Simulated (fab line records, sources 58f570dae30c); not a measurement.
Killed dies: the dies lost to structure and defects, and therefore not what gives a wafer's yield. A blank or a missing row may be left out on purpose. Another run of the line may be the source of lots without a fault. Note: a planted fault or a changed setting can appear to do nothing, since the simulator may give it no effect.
Split-lot experiment :: flow berkeley-cmos170 :: route with 331 steps; 5 lots, 23 wafers read

ON THE SPLIT
At UCB170_PWELL_OXIDATION_02 (target thk 26.4 nm, ox time 1260 s), the setting temp-c was moved away from the recipe's 1000 C on 10 of the 23 wafers read, by +2.4% to +2.5%. This setting was run at the recipe's value on the other wafers.

The file shows no step between the split and the reading.

THE READING
PWELL_OXIDE_THK in nanometres, read at UCB170_PWELL_THK_MEAS_03. On this fab line, fault-free wafers typically give 26.5 nm with a standard deviation of 0.54 nm.

wafer: L074.1
tool, chamber at the split: furnace-01, 0
temp-c as run, C: 1000
against the recipe: recipe
PWELL_OXIDE_THK, nm: 25.8
against lot-mates on the recipe: -

wafer: L074.5
tool, chamber at the split: furnace-01, 0
temp-c as run, C: 1000
against the recipe: recipe
PWELL_OXIDE_THK, nm: 26.2
against lot-mates on the recipe: -

wafer: L074.6
tool, chamber at the split: furnace-01, 0
temp-c as run, C: 1000
against the recipe: recipe
PWELL_OXIDE_THK, nm: 26.1
against lot-mates on the recipe: -

wafer: L076.1
tool, chamber at the split: -, -
temp-c as run, C: 1000
against the recipe: recipe
PWELL_OXIDE_THK, nm: 26.2
against lot-mates on the recipe: -

wafer: L076.3
tool, chamber at the split: -, -
temp-c as run, C: 1000
against the recipe: recipe
PWELL_OXIDE_THK, nm: 26.6
against lot-mates on the recipe: -

wafer: L076.4
tool, chamber at the split: -, -
temp-c as run, C: 1000
against the recipe: recipe
PWELL_OXIDE_THK, nm: 26.3
against lot-mates on the recipe: -

wafer: L076.5
tool, chamber at the split: -, -
temp-c as run, C: 1000
against the recipe: recipe
PWELL_OXIDE_THK, nm: 26.5
against lot-mates on the recipe: -

wafer: L076.6
tool, chamber at the split: -, -
temp-c as run, C: 1000
against the recipe: recipe
PWELL_OXIDE_THK, nm: 26.2
against lot-mates on the recipe: -

wafer: L079.2
tool, chamber at the split: -, -
temp-c as run, C: 1024
against the recipe: +2.4%
PWELL_OXIDE_THK, nm: 33.1
against lot-mates on the recipe: no lot-mate on the recipe

wafer: L079.3
tool, chamber at the split: -, -
temp-c as run, C: 1024
against the recipe: +2.4%
PWELL_OXIDE_THK, nm: 32.8
against lot-mates on the recipe: no lot-mate on the recipe

wafer: L079.4
tool, chamber at the split: -, -
temp-c as run, C: 1024
against the recipe: +2.4%
PWELL_OXIDE_THK, nm: 32.9
against lot-mates on the recipe: no lot-mate on the recipe

wafer: L079.5
tool, chamber at the split: -, -
temp-c as run, C: 1024
against the recipe: +2.4%
PWELL_OXIDE_THK, nm: 33.0
against lot-mates on the recipe: no lot-mate on the recipe

wafer: L079.6
tool, chamber at the split: -, -
temp-c as run, C: 1024
against the recipe: +2.4%
PWELL_OXIDE_THK, nm: 33.2
against lot-mates on the recipe: no lot-mate on the recipe

wafer: L080.1
tool, chamber at the split: -, -
temp-c as run, C: 1025
against the recipe: +2.5%
PWELL_OXIDE_THK, nm: 32.8
against lot-mates on the recipe: no lot-mate on the recipe

wafer: L080.2
tool, chamber at the split: -, -
temp-c as run, C: 1025
against the recipe: +2.5%
PWELL_OXIDE_THK, nm: 33.2
against lot-mates on the recipe: no lot-mate on the recipe

wafer: L080.3
tool, chamber at the split: -, -
temp-c as run, C: 1025
against the recipe: +2.5%
PWELL_OXIDE_THK, nm: 33.5
against lot-mates on the recipe: no lot-mate on the recipe

wafer: L080.4
tool, chamber at the split: -, -
temp-c as run, C: 1025
against the recipe: +2.5%
PWELL_OXIDE_THK, nm: 33.4
against lot-mates on the recipe: no lot-mate on the recipe

wafer: L080.6
tool, chamber at the split: -, -
temp-c as run, C: 1025
against the recipe: +2.5%
PWELL_OXIDE_THK, nm: 32.8
against lot-mates on the recipe: no lot-mate on the recipe

wafer: L083.1
tool, chamber at the split: -, -
temp-c as run, C: 1000
against the recipe: recipe
PWELL_OXIDE_THK, nm: 26.6
against lot-mates on the recipe: -

wafer: L083.2
tool, chamber at the split: -, -
temp-c as run, C: 1000
against the recipe: recipe
PWELL_OXIDE_THK, nm: 26.1
against lot-mates on the recipe: -

wafer: L083.3
tool, chamber at the split: -, -
temp-c as run, C: 1000
against the recipe: recipe
PWELL_OXIDE_THK, nm: 26.6
against lot-mates on the recipe: -

wafer: L083.4
tool, chamber at the split: -, -
temp-c as run, C: 1000
against the recipe: recipe
PWELL_OXIDE_THK, nm: 26.2
against lot-mates on the recipe: -

wafer: L083.5
tool, chamber at the split: -, -
temp-c as run, C: 1000
against the recipe: recipe
PWELL_OXIDE_THK, nm: 26.2
against lot-mates on the recipe: -

THE FIT
A straight line over all 23 wafers: PWELL_OXIDE_THK changes by +2.77 nm for each +1% of temp-c; r = +1.00; the points scatter about the line by 0.25 nm.
Too few moved wafers with a lot-mate on the recipe to fit a line net of each lot's own level.

THE WHOLE CHAIN: every reading that the file lists as answering this split, in the file's order
step: UCB170_PWELL_OXIDATION_02
what it does: target thk 26.4 nm, ox time 1260 s
reading: SiO2_of_PWELL_OXIDATION_02.thk-nm (the simulator's own value, which no gauge read)
change (the file's fit): +2.75 nm for each +1% of the setting
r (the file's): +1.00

step: UCB170_PWELL_THK_MEAS_03
what it does: 
reading: PWELL_OXIDE_THK
change (the file's fit): +2.77 for each +1% of the setting
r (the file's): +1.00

step: UCB170_PWELL_ETCH_14
what it does: etches Si3N4 in CH3F/Ar/O2, stops on SiO2, target depth 242 nm, time 151 s
reading: SiO2_of_PWELL_OXIDATION_02.thk-nm (the simulator's own value, which no gauge read)
change (the file's fit): +2.72 nm for each +1% of the setting
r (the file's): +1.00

THE FILE'S OWN FIT
PWELL_OXIDE_THK changes by +2.77 nm for each +1% of temp-c, r = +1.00.
